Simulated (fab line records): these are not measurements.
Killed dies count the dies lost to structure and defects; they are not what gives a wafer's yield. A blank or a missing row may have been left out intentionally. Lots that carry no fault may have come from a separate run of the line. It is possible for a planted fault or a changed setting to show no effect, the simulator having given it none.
Which tool was responsible? | flow berkeley cmos170 | Sampling: 7 lots, 21 wafers, 2 of 331 route steps

## WHAT THE GAUGES READ, wafer by wafer
UCB170_M1_CD_MEAS_09: the cd target is 700 nm.
lot  | measured     | on        | cd nm (nm)
L983 | day 9 04:05  | cd sem-01 | 698.4 700.3 698.8
L986 | day 9 18:56  | cd sem-02 | 701.8 699.6 701.3
L988 | day 9 20:32  | cd sem-01 | 698.7 697.7 697.1
L993 | day 11 03:53 | cd sem-01 | 698.4 701.2 700.6
L995 | day 12 01:23 | cd sem-01 | 675.9 676.3 675.7
L100 | day 12 05:25 | cd sem-02 | 698.0 697.4 697.5
L104 | day 13 18:24 | cd sem-02 | 701.1 701.7 700.7

## EACH LOT AND THE TOOL THAT RAN IT (in order: tool; ch and the chambers of the sampled wafers; start)
lot  | UCB170_M1_COAT_04
L983 | litho track-04 ch 0, day 9 03:00
L986 | litho track-03 ch 0, day 9 17:00
L988 | litho track-01 ch 0, day 9 19:00
L993 | litho track-04 ch 0, day 11 03:00
L995 | litho track-03 ch 0, day 12 00:00
L100 | litho track-01 ch 0, day 12 04:00
L104 | litho track-04 ch 0, day 13 17:00
- UCB170_M1_COAT_04: resist thk 900 nm.

## THE ANSWER, worked out from the rows above alone
Rule: what is usual is taken from the lots themselves. Put in order of their means at a reading, lots are off if they are a third of the lots or fewer, leave a main group of 4 or more, and stand apart from it by a gap of 3 or more times the standard deviation of the main group's means; of several such gaps the widest counts. The tables above print the reading to a certain number of digits; a main group whose means all agree to those digits is not used. Also off: a lot with no number at a reading for which 4 or more lots have one. The other lots that the step has rows for count as sound.
Off: L995 (UCB170_M1_CD_MEAS_09, cd nm). For the main group the mean is 699.5 nm and the standard deviation 1.4.
A tool fits if, at a process step before that reading, it ran every lot that is off, and no sound lot after the first of them. Gauges at UCB170_M1_CD_MEAS_09: tried the same way as those tools. 2 tools fit, litho track-03 at UCB170_M1_COAT_04 and cd sem-01 at UCB170_M1_CD_MEAS_09, so this cannot tell which one it is.

## WHAT THE SIMULATOR HAD PUT IN
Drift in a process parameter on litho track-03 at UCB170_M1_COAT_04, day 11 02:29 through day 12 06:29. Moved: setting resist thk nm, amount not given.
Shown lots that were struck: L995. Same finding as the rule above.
